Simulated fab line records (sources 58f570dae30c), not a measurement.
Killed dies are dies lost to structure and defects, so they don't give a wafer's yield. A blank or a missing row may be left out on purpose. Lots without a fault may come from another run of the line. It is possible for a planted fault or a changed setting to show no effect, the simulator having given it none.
A sampling plan put to the test	flow berkeley-cmos170	one fab line, 16 faults that these records tell of, each judged on the records of the lots that it struck; 1 more is left out, because the records don't allow judging it
Plan = the line's own looks (route steps where a gauge or an inspection reads the wafer without altering it). A look can be judged if struck wafers have a number there and the file gives its usual mean and standard deviation on fault-free wafers. Caught: at a look after the fault's first step, the mean of the struck wafers lies 4 or more of those standard deviations (sigma) from the usual mean. On the tool: the identical test, applied to the tool's own readings at the steps of the fault. If the struck wafers alone have a blank record, or they carry another recipe, that too counts as caught.

## THE FAULTS, as the simulator had put them in
1. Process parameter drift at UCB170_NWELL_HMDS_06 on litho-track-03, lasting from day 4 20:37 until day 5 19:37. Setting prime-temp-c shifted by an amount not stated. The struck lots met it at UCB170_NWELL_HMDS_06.
2. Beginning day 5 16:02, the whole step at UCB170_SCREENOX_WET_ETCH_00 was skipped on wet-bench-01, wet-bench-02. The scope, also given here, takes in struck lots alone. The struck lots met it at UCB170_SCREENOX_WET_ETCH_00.
3. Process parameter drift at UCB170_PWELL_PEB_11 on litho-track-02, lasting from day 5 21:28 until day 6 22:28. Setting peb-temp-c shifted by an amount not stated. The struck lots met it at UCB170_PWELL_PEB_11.
4. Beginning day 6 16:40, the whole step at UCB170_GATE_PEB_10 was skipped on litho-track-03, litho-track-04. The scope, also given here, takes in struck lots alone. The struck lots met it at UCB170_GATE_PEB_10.
5. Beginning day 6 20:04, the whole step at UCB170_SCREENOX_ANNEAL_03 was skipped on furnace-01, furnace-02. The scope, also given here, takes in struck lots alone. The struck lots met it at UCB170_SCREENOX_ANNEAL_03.
6. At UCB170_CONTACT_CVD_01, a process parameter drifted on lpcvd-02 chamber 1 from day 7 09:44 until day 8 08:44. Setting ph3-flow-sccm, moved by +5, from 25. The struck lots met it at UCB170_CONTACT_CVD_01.
7. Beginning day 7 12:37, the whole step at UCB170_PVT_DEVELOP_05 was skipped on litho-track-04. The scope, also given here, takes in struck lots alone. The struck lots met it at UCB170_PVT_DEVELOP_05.
8. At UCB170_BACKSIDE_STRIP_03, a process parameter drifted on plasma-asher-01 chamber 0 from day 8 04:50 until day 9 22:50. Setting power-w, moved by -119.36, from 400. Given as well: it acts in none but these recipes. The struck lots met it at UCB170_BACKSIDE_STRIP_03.
9. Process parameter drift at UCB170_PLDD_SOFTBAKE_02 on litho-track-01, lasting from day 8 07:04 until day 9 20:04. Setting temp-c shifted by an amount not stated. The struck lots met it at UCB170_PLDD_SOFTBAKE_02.
10. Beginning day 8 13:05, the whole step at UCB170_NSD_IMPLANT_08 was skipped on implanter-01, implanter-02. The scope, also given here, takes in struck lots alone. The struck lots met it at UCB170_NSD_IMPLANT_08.
11. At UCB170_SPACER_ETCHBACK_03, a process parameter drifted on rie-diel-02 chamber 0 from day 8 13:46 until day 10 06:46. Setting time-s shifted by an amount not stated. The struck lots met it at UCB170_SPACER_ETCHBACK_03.
12. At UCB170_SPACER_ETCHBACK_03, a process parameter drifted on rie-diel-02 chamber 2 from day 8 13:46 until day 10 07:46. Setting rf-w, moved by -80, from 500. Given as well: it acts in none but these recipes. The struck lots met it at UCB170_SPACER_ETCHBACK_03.
13. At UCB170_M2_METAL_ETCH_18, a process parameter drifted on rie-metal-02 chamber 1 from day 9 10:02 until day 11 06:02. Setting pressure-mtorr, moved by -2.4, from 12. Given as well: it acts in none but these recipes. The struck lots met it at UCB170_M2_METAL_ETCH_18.
14. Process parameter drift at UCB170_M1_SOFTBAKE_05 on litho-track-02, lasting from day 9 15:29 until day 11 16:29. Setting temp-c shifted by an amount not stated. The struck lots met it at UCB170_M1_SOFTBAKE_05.
15. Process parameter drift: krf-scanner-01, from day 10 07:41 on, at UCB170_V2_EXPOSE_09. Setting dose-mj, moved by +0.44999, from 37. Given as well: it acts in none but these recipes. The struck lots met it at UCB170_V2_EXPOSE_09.
16. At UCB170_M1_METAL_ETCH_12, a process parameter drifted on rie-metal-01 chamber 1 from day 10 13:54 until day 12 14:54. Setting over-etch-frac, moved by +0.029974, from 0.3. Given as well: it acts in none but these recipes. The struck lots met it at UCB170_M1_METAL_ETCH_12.

## WHAT THE PLAN SAW
fault	on the tool itself	first look that catches it	reading, sigma	median hours from its first step to that look	hours from the fault's start to the first struck lot there	judged looks passed uncaught
1	prime-temp-c -41 sigma	none of the 2 looks that can be judged after it	-	-	-	2
2	the tool's record is blank for the struck wafers	no look after it can be judged	-	-	-	0
3	heater-power-total-W +99 or beyond sigma	none of the 2 looks that can be judged after it	-	-	-	2
4	the tool's record is blank for the struck wafers	no look after it can be judged	-	-	-	0
5	the tool's record is blank for the struck wafers	no look after it can be judged	-	-	-	0
6	ph3-flow-sccm +58 sigma	not the one look that can be judged after it	-	-	-	1
7	the tool's record is blank for the struck wafers	not the one look that can be judged after it	-	-	-	1
8	strip-time-to-endpoint-s +99 or beyond sigma	no look after it can be judged	-	-	-	0
9	heater-power-total-W -24 sigma	not the one look that can be judged after it	strongest: cd-nm at UCB170_PLDD_CD_MEAS_06, -3.0	-	-	1
10	the tool's record is blank for the struck wafers	UCB170_NSD_TW_MEAS_10	NSD_TW -64	0.2	5	0
11	run-length-s +54 sigma	no look after it can be judged	-	-	-	0
12	rf-fwd-power-W -45 sigma	none of the 2 looks that can be judged after it	-	-	-	2
13	chamber-pressure-mTorr -99 or beyond sigma	not the one look that can be judged after it	-	-	-	1
14	heater-power-total-W +23 sigma	not the one look that can be judged after it	-	-	-	1
15	exposure-dose-mJ-cm2 +7.3 sigma	no look after it can be judged	-	-	-	0
16	under 2 sigma	no look after it can be judged	-	-	-	0
A dash: the fault is not caught, or the number is missing from these records.

Caught at a look: 1 of 16. Caught on the tool: 15 of 16. By one or the other: 15 of 16.
On the tool alone, faults 1, 2, 3, 4, 5, 6, 7, 8, 9, 11, 12, 13, 14, 15 were caught.
Caught by neither: fault 16.

## THINNER SAMPLING
In the worst case, this is how late the first struck lot would be measured if the look that catches a fault measured only every second or every third lot, by lot number:
fault	struck lots at that look, in order of time	every lot	every second lot	every third lot
10	L368, L366, L367	5 h	5 h	5 h
Hours: fault start to first struck lot measured. 4 sigma limit: tested on the pooled struck wafers, so a lone lot may be under it. Other struck lots may not be in these records.

## THE LONGEST TIMED WAY FROM STEP TO LOOK
In fault 10, a median of 0.2 hours elapses between UCB170_NSD_IMPLANT_08 and UCB170_NSD_TW_MEAS_10. No look between them can be judged.
